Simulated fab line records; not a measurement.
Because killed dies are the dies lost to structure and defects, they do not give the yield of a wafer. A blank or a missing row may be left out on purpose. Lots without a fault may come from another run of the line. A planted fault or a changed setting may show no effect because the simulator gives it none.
fab line records :: flow ritCmos
[record]
  lots = 11
  wafers = 33
  lastDay = 7
route steps=202 shown PLDD@117
lots that met no fault: from a run of the same line without faults
startH: start of the lot's first displayed wafer, in hours after the record's first day :: waitH: hours elapsed since this lot's preceding step :: " same as the row above :: L1.1+2: a single row standing in for several wafers :: - no value present, or no start provided :: * or withheld: withheld :: < > ~ a bound
route shown NAME@n: a module of which the file shows steps, and the number in the route of the first :: usual: mean/standard deviation of fault-free wafers :: same: alike in all rows :: chamber/n: place in a boat :: sites: each site's reading :: _std_site: the standard deviation of these :: _edge_site: the outer-site mean with the inner-site mean subtracted :: radiusMm: how far each site lies from the wafer's centre :: mask NAME#n: copy n :: behind: tool/chamber where the wafer was last shaped :: hold: cause of the lot's hold/its duration in hours/its outcome :: device: the n, p or np transistor that did not switch :: end of line: the same wafers' tests at the end of the route :: a step given without rows: its recipe and nothing more :: killed: dies that structure and defects cost at the first sort, which is not the same as the wafer's yield :: map: dies across one wafer; x = killed, . = not, _ = none there
set.NAME: the setting as run; set.NAME@STEP: as run at that earlier step :: model.NAME: the simulator's own value behind a step, which no gauge read
steps of the route over a sample of lots; a table a step, a row a wafer
services: when a tool's chamber went out of use (startH, in hours from the record's first day, below 0 if earlier), for how many hours, and the reason
[[steps]]
[step RIT_PLDD_EXPOSE_03]
[recipe]
  maskId = M8
  na = 0.57
  targetCdNm = 40900
  doseMj = 250
[usual]
  stageVelMmS = 499.98/0.21
lot.wafer: L995.1
tool: ilineStepper-01
chamber: 0
startH: 42.73
waitH: 0.2
mask: M8#0
stageVelMmS: 499.76

lot.wafer: L995.2
tool: ilineStepper-01
chamber: 0
startH: 42.73
waitH: 0.2
mask: M8#0
stageVelMmS: 500.17

lot.wafer: L995.5
tool: ilineStepper-01
chamber: 0
startH: 42.73
waitH: 0.2
mask: M8#0
stageVelMmS: 500.19

lot.wafer: L996.1
tool: ilineStepper-01
chamber: 0
startH: 48.22
waitH: 0.1
mask: M8#0
stageVelMmS: 499.64

lot.wafer: L996.3
tool: ilineStepper-01
chamber: 0
startH: 48.22
waitH: 0.1
mask: M8#0
stageVelMmS: 499.97

lot.wafer: L996.6
tool: ilineStepper-01
chamber: 0
startH: 48.22
waitH: 0.1
mask: M8#0
stageVelMmS: 499.79

lot.wafer: L997.1
tool: ilineStepper-01
chamber: 0
startH: 52.20
waitH: 0.1
mask: M8#0
stageVelMmS: 500.16

lot.wafer: L997.3
tool: ilineStepper-01
chamber: 0
startH: 52.20
waitH: 0.1
mask: M8#0
stageVelMmS: 499.98

lot.wafer: L997.5
tool: ilineStepper-01
chamber: 0
startH: 52.20
waitH: 0.1
mask: M8#0
stageVelMmS: 500.02

lot.wafer: L999.1
tool: ilineStepper-01
chamber: 0
startH: 62.02
waitH: 0.1
mask: M8#0
stageVelMmS: 499.78

lot.wafer: L999.3
tool: ilineStepper-01
chamber: 0
startH: 62.02
waitH: 0.1
mask: M8#0
stageVelMmS: 500.08

lot.wafer: L999.4
tool: ilineStepper-01
chamber: 0
startH: 62.02
waitH: 0.1
mask: M8#0
stageVelMmS: 499.71

lot.wafer: L104.3
tool: ilineStepper-02
chamber: 0
startH: 87.17
waitH: 0.1
mask: M8#0
stageVelMmS: 499.93

lot.wafer: L104.4
tool: ilineStepper-02
chamber: 0
startH: 87.17
waitH: 0.1
mask: M8#0
stageVelMmS: 499.97

lot.wafer: L104.5
tool: ilineStepper-02
chamber: 0
startH: 87.17
waitH: 0.1
mask: M8#0
stageVelMmS: 500.16

lot.wafer: L105.1
tool: ilineStepper-02
chamber: 0
startH: 92.27
waitH: 0.1
mask: M8#0
stageVelMmS: 499.99

lot.wafer: L105.4
tool: ilineStepper-02
chamber: 0
startH: 92.27
waitH: 0.1
mask: M8#0
stageVelMmS: 499.63

lot.wafer: L105.5
tool: ilineStepper-02
chamber: 0
startH: 92.27
waitH: 0.1
mask: M8#0
stageVelMmS: 500.18

lot.wafer: L106.2
tool: ilineStepper-01
chamber: 0
startH: 96.75
waitH: 0.2
mask: M8#0
stageVelMmS: 500.25

lot.wafer: L106.3
tool: ilineStepper-01
chamber: 0
startH: 96.75
waitH: 0.2
mask: M8#0
stageVelMmS: 500.28

lot.wafer: L106.4
tool: ilineStepper-01
chamber: 0
startH: 96.75
waitH: 0.2
mask: M8#0
stageVelMmS: 500.05

lot.wafer: L108.4
tool: ilineStepper-01
chamber: 0
startH: 107.25
waitH: 0.2
mask: M8#0
stageVelMmS: 499.89

lot.wafer: L108.5
tool: ilineStepper-01
chamber: 0
startH: 107.25
waitH: 0.2
mask: M8#0
stageVelMmS: 499.79

lot.wafer: L108.6
tool: ilineStepper-01
chamber: 0
startH: 107.25
waitH: 0.2
mask: M8#0
stageVelMmS: 499.56

lot.wafer: L111.2
tool: ilineStepper-01
chamber: 0
startH: 122.15
waitH: 0.2
mask: M8#0
stageVelMmS: 500.11

lot.wafer: L111.3
tool: ilineStepper-01
chamber: 0
startH: 122.15
waitH: 0.2
mask: M8#0
stageVelMmS: 500.09

lot.wafer: L111.4
tool: ilineStepper-01
chamber: 0
startH: 122.15
waitH: 0.2
mask: M8#0
stageVelMmS: 499.78

lot.wafer: L114.1
tool: ilineStepper-01
chamber: 0
startH: 137.17
waitH: 0.2
mask: M8#0
stageVelMmS: 499.95

lot.wafer: L114.2
tool: ilineStepper-01
chamber: 0
startH: 137.17
waitH: 0.2
mask: M8#0
stageVelMmS: 500.11

lot.wafer: L114.4
tool: ilineStepper-01
chamber: 0
startH: 137.17
waitH: 0.2
mask: M8#0
stageVelMmS: 500.03

lot.wafer: L116.1
tool: ilineStepper-01
chamber: 0
startH: 147.76
waitH: 0.2
mask: M8#0
stageVelMmS: 500.07

lot.wafer: L116.3
tool: ilineStepper-01
chamber: 0
startH: 147.76
waitH: 0.2
mask: M8#0
stageVelMmS: 500.17

lot.wafer: L116.6
tool: ilineStepper-01
chamber: 0
startH: 147.76
waitH: 0.2
mask: M8#0
stageVelMmS: 499.91
[step RIT_PLDD_OVL_MEAS_06]
[usual]
  PLDD_OVL = 0.0/1.1
lot.wafer: L995.1
tool: overlay-02
chamber: -
startH: 43.13
waitH: -
PLDD_OVL[nm]: 0.6

lot.wafer: L995.2
tool: overlay-02
chamber: -
startH: 43.13
waitH: -
PLDD_OVL[nm]: 1.8

lot.wafer: L995.5
tool: overlay-02
chamber: -
startH: 43.13
waitH: -
PLDD_OVL[nm]: 0.9

lot.wafer: L996.1
tool: overlay-02
chamber: -
startH: 48.62
waitH: -
PLDD_OVL[nm]: 1.3

lot.wafer: L996.3
tool: overlay-02
chamber: -
startH: 48.62
waitH: -
PLDD_OVL[nm]: 0.7

lot.wafer: L996.6
tool: overlay-02
chamber: -
startH: 48.62
waitH: -
PLDD_OVL[nm]: -0.5

lot.wafer: L997.1
tool: overlay-01
chamber: -
startH: 52.60
waitH: -
PLDD_OVL[nm]: -0.3

lot.wafer: L997.3
tool: overlay-01
chamber: -
startH: 52.60
waitH: -
PLDD_OVL[nm]: -0.4

lot.wafer: L997.5
tool: overlay-01
chamber: -
startH: 52.60
waitH: -
PLDD_OVL[nm]: 0.5

lot.wafer: L999.1
tool: overlay-02
chamber: -
startH: 62.42
waitH: -
PLDD_OVL[nm]: -0.5

lot.wafer: L999.3
tool: overlay-02
chamber: -
startH: 62.42
waitH: -
PLDD_OVL[nm]: -0.8

lot.wafer: L999.4
tool: overlay-02
chamber: -
startH: 62.42
waitH: -
PLDD_OVL[nm]: -0.9

lot.wafer: L104.3
tool: overlay-01
chamber: -
startH: 87.54
waitH: -
PLDD_OVL[nm]: 4.8

lot.wafer: L104.4
tool: overlay-01
chamber: -
startH: 87.54
waitH: -
PLDD_OVL[nm]: 4.8

lot.wafer: L104.5
tool: overlay-01
chamber: -
startH: 87.54
waitH: -
PLDD_OVL[nm]: 3.1

lot.wafer: L105.1
tool: overlay-01
chamber: -
startH: 92.67
waitH: -
PLDD_OVL[nm]: 3.5

lot.wafer: L105.4
tool: overlay-01
chamber: -
startH: 92.67
waitH: -
PLDD_OVL[nm]: 4.3

lot.wafer: L105.5
tool: overlay-01
chamber: -
startH: 92.67
waitH: -
PLDD_OVL[nm]: 4.8

lot.wafer: L106.2
tool: overlay-01
chamber: -
startH: 97.14
waitH: -
PLDD_OVL[nm]: -2.8

lot.wafer: L106.3
tool: overlay-01
chamber: -
startH: 97.14
waitH: -
PLDD_OVL[nm]: -1.6

lot.wafer: L106.4
tool: overlay-01
chamber: -
startH: 97.14
waitH: -
PLDD_OVL[nm]: -0.4

lot.wafer: L108.4
tool: overlay-01
chamber: -
startH: 107.61
waitH: -
PLDD_OVL[nm]: -1.3

lot.wafer: L108.5
tool: overlay-01
chamber: -
startH: 107.61
waitH: -
PLDD_OVL[nm]: 0.3

lot.wafer: L108.6
tool: overlay-01
chamber: -
startH: 107.61
waitH: -
PLDD_OVL[nm]: -0.3

lot.wafer: L111.2
tool: overlay-02
chamber: -
startH: 122.54
waitH: -
PLDD_OVL[nm]: 1.2

lot.wafer: L111.3
tool: overlay-02
chamber: -
startH: 122.54
waitH: -
PLDD_OVL[nm]: 0.2

lot.wafer: L111.4
tool: overlay-02
chamber: -
startH: 122.54
waitH: -
PLDD_OVL[nm]: -1.3

lot.wafer: L114.1
tool: overlay-02
chamber: -
startH: 137.57
waitH: -
PLDD_OVL[nm]: 1.5

lot.wafer: L114.2
tool: overlay-02
chamber: -
startH: 137.57
waitH: -
PLDD_OVL[nm]: 0.8

lot.wafer: L114.4
tool: overlay-02
chamber: -
startH: 137.57
waitH: -
PLDD_OVL[nm]: -1.3

lot.wafer: L116.1
tool: overlay-01
chamber: -
startH: 148.16
waitH: -
PLDD_OVL[nm]: 0.1

lot.wafer: L116.3
tool: overlay-01
chamber: -
startH: 148.16
waitH: -
PLDD_OVL[nm]: 0.2

lot.wafer: L116.6
tool: overlay-01
chamber: -
startH: 148.16
waitH: -
PLDD_OVL[nm]: -0.7
[[services]]
tool: ilineStepper-02
chamber: 0
startH: 20.19
hours: -
kind: calibration

tool: ilineStepper-02
chamber: -
startH: 121.21
hours: 1.4
kind: repair
[[key]]
[firstSign]
  step = RIT_PLDD_OVL_MEAS_06
  reading = PLDD_OVL
  direction = up
  sigmas = 3.8
  usual = 0.0
  struck = 4.2
effect none on later readings
metAt RIT_PLDD_EXPOSE_03
struckLots L104,L105
testerLeftOut L104,L105
[fault]
  kind = processParameterDrift
  tool = ilineStepper-02
  chamber = -
  onsetH = 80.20
  steps = RIT_PLDD_EXPOSE_03
  channel = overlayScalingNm
  offset = 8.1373
  shape = step
  endH = 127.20
// testerLeftOut: of these lots the tester's yield and bins aren't shown, on N5 and GAA mostly nor the transistor test; their killed dies are dies lost to structure and defects alone, not to doping, threshold or leakage, so they don't give the yield
